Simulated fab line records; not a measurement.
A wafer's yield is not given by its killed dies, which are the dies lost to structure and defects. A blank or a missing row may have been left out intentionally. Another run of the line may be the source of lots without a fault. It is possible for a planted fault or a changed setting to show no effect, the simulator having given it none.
2 desks, one fault	flow berkeley_cmos170	every desk sees just its own numbers, and what lay behind them comes last

THE METROLOGY DESK
Lot by lot, what the gauges showed, no matter which tool ran the lot: averages of those sampled wafers that carry a number. The brackets show how far a lot's mean lies from the usual mean; more than 4 standard deviations puts the lot out of limits, marked OUT.
Columns: A = PWELL_OVL at UCB170_PWELL_OVL_MEAS_13, usual 1 nm
lot	first seen here	A
L333	day 3 08:23	3
L334	day 3 08:40	-4
L335	day 3 10:23	-1
L336	day 3 16:22	4
L337	day 3 20:06	-2
L338	day 3 20:41	8
L339	day 4 02:59	2
L340	day 4 15:16	8
L343	day 5 10:39	6
L349	day 6 07:48	-5
L350	day 6 15:59	-1
L354	day 7 15:58	-7
L355	day 7 16:04	4
L356	day 7 21:38	-1
Result from this desk: across the 14 lots, nothing is out of limits.

DESK OF THE TOOL OWNER: plasma_asher-04
The tool's own readings at UCB170_ZERO_STRIP_07 (strips in O2): means of the sampled wafers that have a number, for each lot that ran on this tool. The brackets show how far a lot's mean lies from the usual mean; more than 4 standard deviations puts the lot out of limits, marked OUT.
Columns: A = drypump_motor_current_A at UCB170_ZERO_STRIP_07, usual 5.7 A; B = o2_flow_sccm at UCB170_ZERO_STRIP_07, usual 399.9 sccm; C = oes_product_au at UCB170_ZERO_STRIP_07, usual 0.727 a.u.; D = strip_time_to_endpoint_s at UCB170_ZERO_STRIP_07, usual 21.47 s
lot	first seen here	A	B	C	D
L333	day 1 21:50	6.0	399.0	0.727	21.52
L336	day 2 14:04	6.0	400.3	0.723	21.52
L337	day 2 16:38	6.0	401.1	0.731	21.51
L339	day 3 02:08	6.0	401.4	0.727	21.52
L340	day 3 06:15	5.7	200.2 (-99 or more) OUT	0.666 (-15) OUT	24.49 (+53) OUT
L343	day 3 21:01	5.7	199.0 (-99 or more) OUT	0.669 (-14) OUT	24.53 (+54) OUT
L356	day 6 16:34	6.0	401.4	0.725	21.54
This desk's finding: out of limits on L340, L343; first on L340, day 3 06:15 (o2_flow_sccm at UCB170_ZERO_STRIP_07). In limits: L333, L336, L337, L339, L356.

BROUGHT TOGETHER
The tool owner's desk had the chance to raise an alarm at day 3 06:15 on L340, L343.
Metrology desk: nothing out of limits seen.
The metrology desk has L340, L343 on record, within its limits.
All the named lots went through UCB170_ZERO_STRIP_07 on plasma_asher-04.

WHAT THE SIMULATOR HAD PUT IN
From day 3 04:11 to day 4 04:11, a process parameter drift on plasma_asher-04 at UCB170_ZERO_STRIP_07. From 400, the setting o2_flow_sccm moved by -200. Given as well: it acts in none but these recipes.
Lots struck among those shown: L340, L343.
Time in hours from fault onset to the first out-of-limits reading at each desk: the tool owner's desk, 2.
